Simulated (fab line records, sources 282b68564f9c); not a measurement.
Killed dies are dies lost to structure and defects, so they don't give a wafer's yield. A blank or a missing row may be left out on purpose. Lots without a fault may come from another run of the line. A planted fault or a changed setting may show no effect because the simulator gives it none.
One fault seen from 2 desks | flow rit_cmos | each desk has only its own numbers; what lay behind them comes last

THE METROLOGY DESK
What the gauges read, lot by lot, whatever tool the lot ran on: means of the sampled wafers that have a number. A lot is out of limits, marked OUT, if its mean lies more than 4 standard deviations from the usual mean; the brackets give that distance.
Columns: A = PWELL_TW at RIT_PWELL_TW_MEAS_10, usual 946; B = PWELL_RS at RIT_WELLDRIVE_RS_MEAS_02, usual 429.1 ohm/sq
lot  | first seen here | A               | B
L701 | day 2 00:13     | 928             | 428.2
L703 | day 2 08:50     | 950             | 428.4
L704 | day 2 17:26     | 955             | 427.2
L705 | day 2 20:11     | 952             | 428.3
L706 | day 3 04:39     | 957             | 428.6
L708 | day 3 11:37     | 951             | 428.8
L710 | day 3 22:14     | 965             | 427.0
L711 | day 4 03:04     | 958             | 427.5
L712 | day 4 08:16     | 1038 (+9.4) OUT | 365.4 (-49) OUT
L713 | day 4 12:42     | 1026 (+8.1) OUT | 365.0 (-49) OUT
L715 | day 4 22:37     | 943             | 428.9
L719 | day 5 18:39     | 952             | 429.2
L720 | day 5 23:40     | 946             | 430.2
L721 | day 6 05:26     | 932             | 428.0
This desk's finding: out of limits on L712, L713; first on L712, day 4 08:16 (PWELL_TW at RIT_PWELL_TW_MEAS_10). In limits: L701, L703, L704, L705, L706, L708, L710, L711, L715, L719, L720, L721.

THE TOOL OWNER'S DESK: implanter-03
The tool's own readings at RIT_PWELL_IMPLANT_08: means of the sampled wafers that have a number, for each lot that ran on this tool. A lot is out of limits, marked OUT, if its mean lies more than 4 standard deviations from the usual mean; the brackets give that distance.
Columns: A = beam_energy_keV at RIT_PWELL_IMPLANT_08, usual 170.00; B = dose_ions_cm2 at RIT_PWELL_IMPLANT_08, usual 7e+13; C = faraday_current_uA at RIT_PWELL_IMPLANT_08, usual 222
lot  | first seen here | A      | B                       | C
L701 | day 1 23:54     | 170.00 | 7e+13                   | 220
L703 | day 2 08:32     | 169.98 | 7e+13                   | 219
L704 | day 2 17:09     | 169.96 | 7e+13                   | 222
L706 | day 3 04:20     | 170.03 | 7e+13                   | 224
L710 | day 3 21:56     | 170.01 | 7e+13                   | 221
L711 | day 4 02:44     | 169.96 | 7e+13                   | 217
L712 | day 4 07:56     | 170.05 | 9e+13 (+99 or more) OUT | 287 (+15) OUT
L713 | day 4 12:23     | 170.02 | 9e+13 (+99 or more) OUT | 291 (+17) OUT
This desk's finding: out of limits on L712, L713; first on L712, day 4 07:56 (dose_ions_cm2 at RIT_PWELL_IMPLANT_08). In limits: L701, L703, L704, L706, L710, L711.

PUT TOGETHER
The tool owner's desk could have raised an alarm at day 4 07:56, on L712, L713.
The metrology desk could have raised an alarm at day 4 08:16, on L712, L713.
Of the lots named, all ran RIT_PWELL_IMPLANT_08 on implanter-03.

WHAT THE SIMULATOR HAD PUT IN
Process parameter drift: implanter-03, from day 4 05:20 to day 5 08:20, at RIT_PWELL_IMPLANT_08. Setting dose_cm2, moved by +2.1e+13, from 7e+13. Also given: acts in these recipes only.
Lots struck among those shown: L712, L713.
Hours from the fault's start to each desk's first reading out of limits: the tool owner's desk, 3; the metrology desk, 3.
